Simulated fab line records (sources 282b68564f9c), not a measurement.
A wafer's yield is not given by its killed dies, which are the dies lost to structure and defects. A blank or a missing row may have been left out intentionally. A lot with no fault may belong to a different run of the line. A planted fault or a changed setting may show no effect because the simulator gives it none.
Which tool did it?	flow rit_cmos	14 lots, 42 wafers sampled, at 1 step of a route of 202

## WHAT EACH GAUGE READ, for each wafer
No reading from a measuring or inspecting step in the record can be judged against a usual standard deviation.

## WHICH TOOL RAN EACH LOT (tool, then ch and the chambers of the sampled wafers, then the start)
lot	RIT_GATE_PEB_14
L111	litho_track-03 ch 0, day 2 23:40
L112	litho_track-01 ch 0, day 3 04:47
L113	litho_track-01 ch 0, day 3 09:11
L115	litho_track-03 ch 0, day 3 18:01
L116	litho_track-01 ch 0, day 4 00:04
L117	litho_track-01 ch 0, day 4 05:05
L118	litho_track-03 ch 0, day 4 12:53
L119	litho_track-01 ch 0, day 4 14:12
L120	litho_track-03 ch 0, day 4 21:16
L122	litho_track-01 ch 0, day 5 10:25
L123	litho_track-04, day 5 12:25
L124	litho_track-01, day 5 16:19
L125	litho_track-01 ch 0, day 5 21:28
L132	litho_track-04 ch 0, day 7 07:58
- RIT_GATE_PEB_14

## AS READ BY THE TOOLS THEMSELVES (means over the sampled wafers that have a number; for cases with no such wafer, the mark the record gives instead)
RIT_GATE_PEB_14.
lot	tool	exhaust_pa (Pa)
L111	litho_track-03	44.7
L112	litho_track-01	44.4
L113	litho_track-01	44.7
L115	litho_track-03	44.5
L116	litho_track-01	45.0
L117	litho_track-01	44.8
L118	litho_track-03	45.2
L119	litho_track-01	45.5
L120	litho_track-03	44.2
L122	litho_track-01	45.8
L123	litho_track-04	-
L124	litho_track-01	-
L125	litho_track-01	44.3
L132	litho_track-04	43.8

## THE ANSWER, worked out from the rows above alone
Rule: the usual values come from the lots themselves. Put in order of their means at a reading, lots are off if they are a third of the lots or fewer, leave a main group of 4 or more, and stand apart from it by a gap of 3 or more times the standard deviation of the main group's means; of several such gaps the widest counts. Not used: any main group whose means are identical at the precision the tables above print for the reading. A lot without any number at a reading at which 4 lots or more have one is off too. Any other lot the step has rows for is counted as sound. The gauges are gone through in route order, then the tools' own readings, and for those a lot's mean is taken as printed above. At the first step where some lot is off, the reading lying furthest off is the one used; lots without a number count as furthest.
Off: L123, L124, at RIT_GATE_PEB_14 (exhaust_pa). Without a number there: L123, L124. The main group has a mean of 44.7 Pa with a standard deviation of 0.54.
If a tool, at that step or one of the process steps before it, ran each lot that is off and ran no sound lot following the first of them, it fits. Not one of the candidates tried fits.

## WHAT HAD BEEN PUT IN BY THE SIMULATOR
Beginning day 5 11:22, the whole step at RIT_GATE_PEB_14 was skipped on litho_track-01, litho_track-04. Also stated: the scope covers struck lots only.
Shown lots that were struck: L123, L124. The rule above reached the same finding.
